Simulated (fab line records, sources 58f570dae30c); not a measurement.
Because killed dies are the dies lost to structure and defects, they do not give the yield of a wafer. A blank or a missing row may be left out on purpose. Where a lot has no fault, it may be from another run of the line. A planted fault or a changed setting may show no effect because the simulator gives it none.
Problem report in the 8D (eight disciplines) form, filled by code    flow berkeley_cmos170    the parts of the form that need people (team, actions taken, sign-off) are left out

== 1. WHAT IS WRONG ==
Wafers free of any fault read 1008 (standard deviation 8.4) for PLDD_TW at UCB170_PLDD_TW_MEAS_11, against a mean of 1092 on 6 wafers of 2 lots. Measured from the usual mean, that is +10 standard deviations.
Seen first at day 9 17:19 on film_metro-03, wafer L101.4. The record holds 42 wafers of 14 lots with a number at this step. Rule for "out" (also "out of limits"): further than 4 standard deviations from the usual mean. The other wafers with a number count as sound.

== 2. WHAT IT IS; WHAT IT IS NOT ==
question                     is                      is not
which readings at this step  PLDD_TW                 -
which lots                   L101, L103              L100, L105, L108, L985, L986, L987, L988, L989, L991, L992, L993, L994
which wafers of those lots   all that have a number  -
read on which gauges         film_metro-03           film_metro-01, film_metro-02
when                         from day 9 17:19        up to then (27 sound wafers); but 9 sound wafers of L100, L105, L108 came after

== 3. SUSPECTS, AND WHAT RULES EACH OUT ==
Counting: a tool stays on the suspect list if, at a process step up to the reading, it processed all lots that are out and no sound lot following the first of them.
- the gauge at UCB170_PLDD_TW_MEAS_11: ruled out. All the wafers that are out were read on film_metro-03, but those of them that UCB170_PLDD_IMPLANT_08 has rows for are out there too, on other tools.
- implanter-01 at UCB170_PLDD_IMPLANT_08: kept. Every lot that is out went through it, starting with L101 (day 9 16:58), and after that it ran no sound lot; the last sound lot it ran before then is L991 (day 7 17:14). Its own readings are out on those wafers: beam_on_s, dose_ions_cm2, faraday_current_uA.
Remaining after the count: implanter-01 at UCB170_PLDD_IMPLANT_08.

== 4. THE CAUSE (what the simulator had put in) ==
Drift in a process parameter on implanter-01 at UCB170_PLDD_IMPLANT_08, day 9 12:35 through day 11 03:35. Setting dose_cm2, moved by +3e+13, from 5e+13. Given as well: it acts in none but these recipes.
The count eliminated every tool but this one.

== 5. THE EFFECT CHAIN, in route order ==
Rows list readings where the struck wafers' mean (over those with a number) sits beyond 3 standard deviations from the usual. Scope: only readings with a usual standard deviation given in the record; hours: median across lots of the time from each lot's start at the first step in this table that gives one to its start at this step; sigmas: change in usual standard deviations.
hours  step                        reading             usual        on struck wafers  change  sigmas
0      UCB170_PLDD_IMPLANT_08      beam_on_s           10.00 s      14.00             +4.00   +20
0      UCB170_PLDD_IMPLANT_08      dose_ions_cm2       5e+13        8e+13             +3e+13  +99 or more
0      UCB170_PLDD_IMPLANT_08      faraday_current_uA  159          181               +22     +7.4
0      UCB170_PLDD_TW_MEAS_11      PLDD_TW             1008         1092              +84     +10
15     UCB170_SDANNEAL_RS_MEAS_04  PLDD_RS             1031 ohm/sq  838               -193    -64
Here are the process steps it includes:
- UCB170_PLDD_IMPLANT_08
Later steps that measure or inspect, where all struck wafers having a row at the step show a number for every such reading and not one has moved that far: UCB170_PSD_CD_MEAS_06.

== 6. HOW IT WOULD HAVE BEEN CAUGHT EARLIER ==
5 hours passed between the start of the fault at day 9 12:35 and the first reading out of limits at a measuring or inspecting step in this record, taken at day 9 17:19.
Tool's own readings at UCB170_PLDD_IMPLANT_08, beam_on_s, dose_ions_cm2, faraday_current_uA: out on all struck wafers the step has rows for; an alarm limit on them would have tripped on the first.
Among the 2 lots that are out, L103 began UCB170_PLDD_IMPLANT_08 on implanter-01 after day 9 17:19. A tool hold placed at that time would have kept it from harm.
